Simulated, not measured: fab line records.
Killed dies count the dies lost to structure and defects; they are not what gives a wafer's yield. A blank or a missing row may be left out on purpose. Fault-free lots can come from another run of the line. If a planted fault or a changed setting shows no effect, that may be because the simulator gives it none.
Problem report, 8D (eight disciplines) form, completed by code / flow berkeley-cmos170 / the parts of the form that need people (team, actions taken, sign-off) are left out

== 1. THE ISSUE ==
At UCB170_NWELL_EXPOSE_09, exposure-dose-mJ-cm2 averages 30.729 over 6 wafers from 2 lots, while fault-free wafers read 25.002, standard deviation 0.026. That is +99 or more standard deviations from the usual mean.
The step: exposes mask NWELL, target cd 3000 nm.
Earliest sighting: wafer L448.4 on krf-scanner-02 at day 3 11:55. Wafers with a number at this step in the record: 18, from 6 lots. Rule for "out" (also "out of limits"): further than 4 standard deviations from the usual mean. The rest of the wafers with a number are treated as sound.

== 2. WHAT IT IS, WHAT IT ISN'T ==
question=which readings at this step | is=exposure-dose-mJ-cm2 | is not=-
question=which lots | is=L448, L449 | is not=L442, L458, L459, L464
question=which wafers of those lots | is=all that have a number | is not=-
question=read on which tools | is=krf-scanner-02 | is not=krf-scanner-01
question=when | is=from day 3 11:55 | is not=up to then (3 sound wafers); but 9 sound wafers of L458, L459, L464 came after

== 3. THE SUSPECTS, EACH WITH WHAT RULES IT OUT ==
Counting: a tool at any process step up to the reading remains a suspect when it ran all the lots that are out and ran no sound lot after the first of those.
- krf-scanner-02 at UCB170_NWELL_EXPOSE_09 (exposes mask NWELL, target cd 3000 nm): kept. It ran every lot that is out, first L448 (day 3 11:55), and no sound lot after that; its last sound lot up to then is L442 (day 2 13:55). On those wafers its own readings are out: exposure-dose-mJ-cm2.
The count leaves krf-scanner-02 at UCB170_NWELL_EXPOSE_09.

== 4. THE CAUSE (what the simulator had put in) ==
Process parameters drifting: krf-scanner-02 at UCB170_NWELL_EXPOSE_09, beginning at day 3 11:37. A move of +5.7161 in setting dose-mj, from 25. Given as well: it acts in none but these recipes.
Counting left only this tool.

== 5. SEQUENCE OF EFFECTS, ordered by route ==
Each row: a reading where the mean over the struck wafers with a number is more than 3 standard deviations away from the usual. Only readings whose record carries a usual standard deviation are examined. hours: median over the lots of the time between each lot's start at the first step of this table that gives one and its start at this step. sigmas: the change, counted in usual standard deviations.
hours=0; step=UCB170_NWELL_EXPOSE_09; reading=exposure-dose-mJ-cm2; usual=25.002; on struck wafers=30.729; change=+5.727; sigmas=+99 or more
Process steps it contains:
- UCB170_NWELL_EXPOSE_09: exposes mask NWELL, target cd 3000 nm.
At these later measuring or inspecting steps, every struck wafer for which the step has a row has a number for every such reading, and none has moved that far: UCB170_NWELL_OVL_MEAS_12.

== 6. HOW IT WOULD HAVE BEEN CAUGHT EARLIER ==
First out-of-limits reading in this record: day 3 11:55, which is 0 hours after fault onset at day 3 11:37.
